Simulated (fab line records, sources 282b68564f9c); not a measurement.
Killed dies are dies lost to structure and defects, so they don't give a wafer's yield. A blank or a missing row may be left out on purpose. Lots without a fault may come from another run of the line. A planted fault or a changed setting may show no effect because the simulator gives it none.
A struck lot beside a sound one | flow rit_cmos | 34 steps out of a route of 202
Sound: wafers L760.2, L760.3, L760.4. Struck: wafers L769.1, L769.3, L769.6. The cause comes at the end.
At each step with rows: each side's tool, then ch and its chambers, then its first start. Under that, the readings that differ: sound wafers | struck wafers | difference of the means | sigmas: that difference in standard deviations of wafers without a fault.
alike: readings whose means differ by less than 2 such deviations, and words and numbers that are the same on both sides. not compared: withheld readings, readings that some wafer has no value for, bounds like >300 that may hide the same value, and numbers for which the record gives no deviation and whose values overlap.
The two part at a step that has a row with sigmas, a row that says differs or no value, or rows on one side only. Numbers that don't overlap but have no deviation are shown without sigmas and don't part them. A reading that every wafer of one side lacks parts them only if that side has two wafers or more.

first, 2 steps without rows for these wafers: RIT_SPACER_CLEAN_02 (cleans in SC2, time 600 s); RIT_SPACER_CVD_03 (deposits Si3N4 from SiH2Cl2/NH3, target thk 250 nm, time 3300 s).
RIT_SPACER_THK_MEAS_04:
  sound on film_metro-03, day 3 05:13; struck on film_metro-02, day 5 07:38
  alike: SPACER_NITRIDE_THK
RIT_SPACER_ETCHBACK_05: etches Si3N4 in SF6/CHF3, stops on SiO2, target depth 250 nm, time 240 s.
  sound on rie_diel-02 ch 0,2,3, day 3 05:16; struck on rie_diel-01 ch 0,1,3, day 5 07:41
  alike: CHF3_flow_sccm, drypump_motor_current_A, oes_product_au, throttle_valve_pct
  not compared: rf_hours_counter_h
then, 6 steps without rows for these wafers: RIT_NSD_HMDS_00 (prime time 60 s); RIT_NSD_COAT_01 (resist thk 1000 nm); RIT_NSD_SOFTBAKE_02 (time 60 s); RIT_NSD_EXPOSE_03 (exposes mask M9, target cd 40700 nm); RIT_NSD_PEB_04; RIT_NSD_DEVELOP_05 (develop time 50 s).
RIT_NSD_OVL_MEAS_06:
  sound on overlay-01, day 3 06:24; struck on overlay-02, day 5 08:49
  alike: NSD_OVL
then, 1 step without rows for these wafers: RIT_NSD_HARDBAKE_07 (time 60 s).
RIT_NSD_IMPLANT_08:
  sound on implanter-02 ch 0, day 3 06:37; struck on implanter-02 ch 0, day 5 09:05
  reading                          | sound                         | struck                     | difference | sigmas
  dose_ions_cm2                    | 9.986e+14 9.986e+14 9.984e+14 | 9.92e+13 9.91e+13 9.98e+13 | -8.99e+14  | -99 or more
  end_station_pressure_torr (Torr) | 7.6e-06 7.8e-06 7.3e-06       | 5e-06 5.6e-06 5.2e-06      | -2e-06     | -6
  faraday_current_uA               | 3118 3118 2924                | 321 312 328                | -2733      | -40
RIT_NSD_STRIP_09: strips in O2, time 180 s.
  sound on plasma_asher-02 ch 0,1, day 3 06:44; struck on plasma_asher-02 ch 1, day 5 09:14
  alike: drypump_motor_current_A
  not compared: rf_hours_counter_h
RIT_NSD_TW_MEAS_10:
  sound on film_metro-04, day 3 06:55; struck on film_metro-03, day 5 09:25
  reading | sound          | struck         | difference | sigmas
  NSD_TW  | 3070 3064 3064 | 1646 1615 1636 | -1434      | -75
then, 6 steps without rows for these wafers: RIT_PSD_HMDS_00 (prime time 60 s); RIT_PSD_COAT_01 (resist thk 1000 nm); RIT_PSD_SOFTBAKE_02 (time 60 s); RIT_PSD_EXPOSE_03 (exposes mask M10, target cd 40900 nm); RIT_PSD_PEB_04; RIT_PSD_DEVELOP_05 (develop time 50 s).
RIT_PSD_OVL_MEAS_06:
  sound on overlay-01, day 3 07:58; struck on overlay-02, day 5 10:39
  alike: PSD_OVL
then, 2 steps without rows for these wafers: RIT_PSD_HARDBAKE_07 (time 60 s); RIT_PSD_IMPLANT_08.
RIT_PSD_STRIP_09: strips in O2, time 180 s.
  sound on plasma_asher-02 ch 0,1, day 3 08:17; struck on plasma_asher-01 ch 0,1, day 5 10:59
  alike: drypump_motor_current_A
  not compared: rf_hours_counter_h
RIT_PSD_TW_MEAS_10:
  sound on film_metro-03, day 3 08:28; struck on film_metro-03, day 5 11:10
  alike: PSD_TW
then, 3 steps without rows for these wafers: RIT_SDANNEAL_CLEAN_00 (cleans in SC1, time 600 s); RIT_SDANNEAL_CLEAN_01 (cleans in dHF, time 30 s); RIT_SDANNEAL_CLEAN_02 (cleans in SC2, time 600 s).
RIT_SDANNEAL_RTA_03: time 5.174 s.
  sound on rtp_anneal-02 ch 0, day 3 08:54; struck on rtp_anneal-01 ch 0, day 5 11:35
  alike: wafer_temp_C_max
RIT_SDANNEAL_RS_MEAS_04: measures by four-point-probe.
  sound on film_metro-03, day 3 08:58; struck on film_metro-04, day 5 11:39
  alike: PSD_RS
RIT_SDANNEAL_RS_MEAS_05: measures by four-point-probe.
  sound on film_metro-03, day 3 09:05; struck on film_metro-04, day 5 11:46
  reading         | sound             | struck               | difference | sigmas
  NSD_RS (ohm/sq) | 83.74 84.13 84.06 | 493.36 503.96 496.39 | +413.93    | +99 or more
RIT_SDANNEAL_RS_MEAS_06: measures by four-point-probe.
  sound on film_metro-03, day 3 09:13; struck on film_metro-04, day 5 11:53
  alike: PLDD_RS
RIT_M1_PROBE_99:
  sound on prober-01, day 3 16:32; struck on prober-02, day 5 19:18
  reading             | sound | struck   | difference | sigmas
  killed_at_front_end | 3 8 5 | 11 10 13 | +6         | +2
  killed_dies         | 3 8 5 | 11 10 13 | +6         | +2
  alike: killed_open, killed_short

WHERE THEY PART
First at RIT_NSD_IMPLANT_08; last, within this record, at RIT_M1_PROBE_99.

WHY: what the simulator had put in
Process parameter drift: implanter-02, from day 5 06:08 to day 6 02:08, at RIT_NSD_IMPLANT_08. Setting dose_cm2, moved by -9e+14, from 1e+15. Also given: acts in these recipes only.
